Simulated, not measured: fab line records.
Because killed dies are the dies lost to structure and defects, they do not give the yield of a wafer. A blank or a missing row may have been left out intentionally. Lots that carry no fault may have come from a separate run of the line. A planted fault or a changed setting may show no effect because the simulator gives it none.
Comparing a struck lot with a sound one ; flow berkeley-cmos170 ; 17 out of 331 route steps
Sound: these wafers, L909.2, L909.4, L909.6. Wafers L916.3, L916.4, L916.6 were the ones struck. At the end, the cause is stated.
At each step with rows: each side's tool, then ch and its chambers, then its first start. Under that, the readings that differ: sound wafers ; struck wafers ; difference of the means ; sigmas: that difference in standard deviations of wafers without a fault.
alike: words and numbers the same on both sides, and readings whose means are apart by under 2 such deviations; not compared: readings that were withheld, readings missing a value for some wafer, numbers with overlapping values and no deviation given by the record, and bounds like >300 which may hide the same value.
A row with sigmas, a row that says differs or no value, or rows on one side alone: a step with any of these is where the two part. Numbers that have no deviation but don't overlap get no sigmas and don't part them. A reading that every wafer of one side lacks parts them only if that side has two wafers or more.

UCB170_NWELL_THK_MEAS_02:
  sound on film-metro-02, day 2 22:11; struck on film-metro-04, day 4 08:38
  alike: NWELL_OXIDE_THK
then, 2 steps without rows for these wafers: UCB170_NWELL_ANNEAL_03 (time 900 s); UCB170_NWELL_CVD_04 (deposits Si3N4 from SiH2Cl2/NH3, target thk 224 nm, time 3360 s).
UCB170_NWELL_THK_MEAS_05:
  sound on film-metro-02, day 3 04:53; struck on film-metro-01, day 4 15:51
  alike: NWELL_NITRIDE_THK
then, 6 steps without rows for these wafers: UCB170_NWELL_HMDS_06 (prime time 60 s); UCB170_NWELL_COAT_07 (resist thk 900 nm); UCB170_NWELL_SOFTBAKE_08 (time 60 s); UCB170_NWELL_EXPOSE_09 (exposes mask NWELL, target cd 3000 nm); UCB170_NWELL_PEB_10; UCB170_NWELL_DEVELOP_11 (develop time 45 s).
UCB170_NWELL_OVL_MEAS_12:
  sound on overlay-02, day 3 06:03; struck on overlay-01, day 4 17:01
  alike: NWELL_OVL
UCB170_NWELL_ETCH_13: etches Si3N4 in CH3F/Ar/O2, stops on SiO2, target depth 246.4 nm, time 154 s.
  sound on rie-diel-04 ch 1,3, day 3 06:05; struck on rie-diel-04 ch 0,2, day 4 17:02
reading;sound;struck;difference;sigmas
drypump-motor-current-A (A);4.9 5.1 4.9;5.6 5.6 5.6;+0.6;+2
throttle-valve-pct (%);8.20 8.26 8.20;7.82 7.84 7.95;-0.35;-2
  alike: CH3F_flow_sccm, oes-product-au
  not compared: rf-hours-counter-h
UCB170_NWELL_IMPLANT_14:
  sound on implanter-04 ch 0, day 3 06:13; struck on implanter-04 ch 0, day 4 17:11
reading;sound;struck;difference;sigmas
beam-on-s (s);9.90 9.81 10.02;7.83 7.70 7.58;-2.21;-11
faraday-current-uA;32.1 32.3 31.6;40.5 41.3 41.9;+9.2;+15
  alike: end-station-pressure-torr
UCB170_NWELL_STRIP_15: strips in O2.
  sound on plasma-asher-04 ch 0, day 3 06:20; struck on plasma-asher-02 ch 0,1, day 4 17:19
  alike: drypump-motor-current-A, oes-product-au, strip-time-to-endpoint-s
  not compared: rf-hours-counter-h
UCB170_NWELL_TW_MEAS_16:
  sound on film-metro-04, day 3 06:27; struck on film-metro-01, day 4 17:24
reading;sound;struck;difference;sigmas
NWELL_TW;1237 1244 1242;1140 1137 1140;-102;-8
then, 1 step without rows for these wafers: UCB170_NWELL_CLEAN_17 (cleans in SPM, time 600 s).
UCB170_M3_PROBE_99:
  the record has rows for the sound wafers here (prober-01, day 8 16:37) and none for the struck ones

WHERE THEY PART
Last at UCB170_M3_PROBE_99 as far as this record goes, first at UCB170_NWELL_ETCH_13.

WHY: what the simulator had put in
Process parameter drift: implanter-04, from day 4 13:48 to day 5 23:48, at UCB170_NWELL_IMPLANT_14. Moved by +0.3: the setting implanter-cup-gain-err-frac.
